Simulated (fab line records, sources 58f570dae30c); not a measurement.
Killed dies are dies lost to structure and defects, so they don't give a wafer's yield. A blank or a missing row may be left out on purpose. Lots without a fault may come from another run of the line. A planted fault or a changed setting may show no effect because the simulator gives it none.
One fault seen from 2 desks | flow berkeley_cmos170 | each desk has only its own numbers; what lay behind them comes last

THE METROLOGY DESK
What the gauges read, lot by lot, whatever tool the lot ran on: means of the sampled wafers that have a number. A lot is out of limits, marked OUT, if its mean lies more than 4 standard deviations from the usual mean; the brackets give that distance.
Columns: A = cd_nm at UCB170_M2_CD_MEAS_15, usual 700.1 nm; B = M2_OVL at UCB170_M2_OVL_MEAS_16, usual 3 nm
lot  | first seen here | A     | B
L501 | day 9 18:01     | 700.5 | 7
L503 | day 9 18:37     | 697.9 | 5
L506 | day 10 19:54    | 696.6 | 3
L510 | day 11 05:46    | 702.0 | -0
L516 | day 12 06:34    | 702.3 | 0
L518 | day 13 00:40    | 700.3 | 5
This desk's finding: nothing out of limits on any of the 6 lots.

THE TOOL OWNER'S DESK: rie_metal-02
The tool's own readings at UCB170_M2_METAL_ETCH_18 (etches Al in Cl2/BCl3, stops on SiO2, target depth 1170 nm, time 195 s): means of the sampled wafers that have a number, for each lot that ran on this tool. A lot is out of limits, marked OUT, if its mean lies more than 4 standard deviations from the usual mean; the brackets give that distance.
Columns: A = chamber_pressure_mTorr at UCB170_M2_METAL_ETCH_18, usual 12.000 mTorr; B = drypump_motor_current_A at UCB170_M2_METAL_ETCH_18, usual 5.8 A; C = oes_product_au at UCB170_M2_METAL_ETCH_18, usual 0.839 a.u.; D = throttle_valve_pct at UCB170_M2_METAL_ETCH_18, usual 24.41 %
lot  | first seen here | A                        | B   | C     | D
L501 | day 9 18:13     | 12.001                   | 5.5 | 0.841 | 24.31
L506 | day 10 20:06    | 10.001 (-99 or more) OUT | 5.5 | 0.857 | 24.23
L510 | day 11 05:58    | 5.985 (-99 or more) OUT  | 5.5 | 0.845 | 24.30
This desk's finding: out of limits on L506, L510; first on L506, day 10 20:06 (chamber_pressure_mTorr at UCB170_M2_METAL_ETCH_18). In limits: L501.

PUT TOGETHER
The tool owner's desk could have raised an alarm at day 10 20:06, on L506, L510.
The metrology desk saw nothing out of limits.
The metrology desk has L506, L510 on record, within its limits.
Of the lots named, all ran UCB170_M2_METAL_ETCH_18 on rie_metal-02.

WHAT THE SIMULATOR HAD PUT IN
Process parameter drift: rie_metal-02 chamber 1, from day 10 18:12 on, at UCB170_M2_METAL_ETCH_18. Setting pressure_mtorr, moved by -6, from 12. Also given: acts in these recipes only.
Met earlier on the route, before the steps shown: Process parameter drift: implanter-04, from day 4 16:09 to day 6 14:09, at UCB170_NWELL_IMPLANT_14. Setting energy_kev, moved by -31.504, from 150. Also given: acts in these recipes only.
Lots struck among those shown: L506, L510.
Hours from the fault's start to each desk's first reading out of limits: the tool owner's desk, 2.
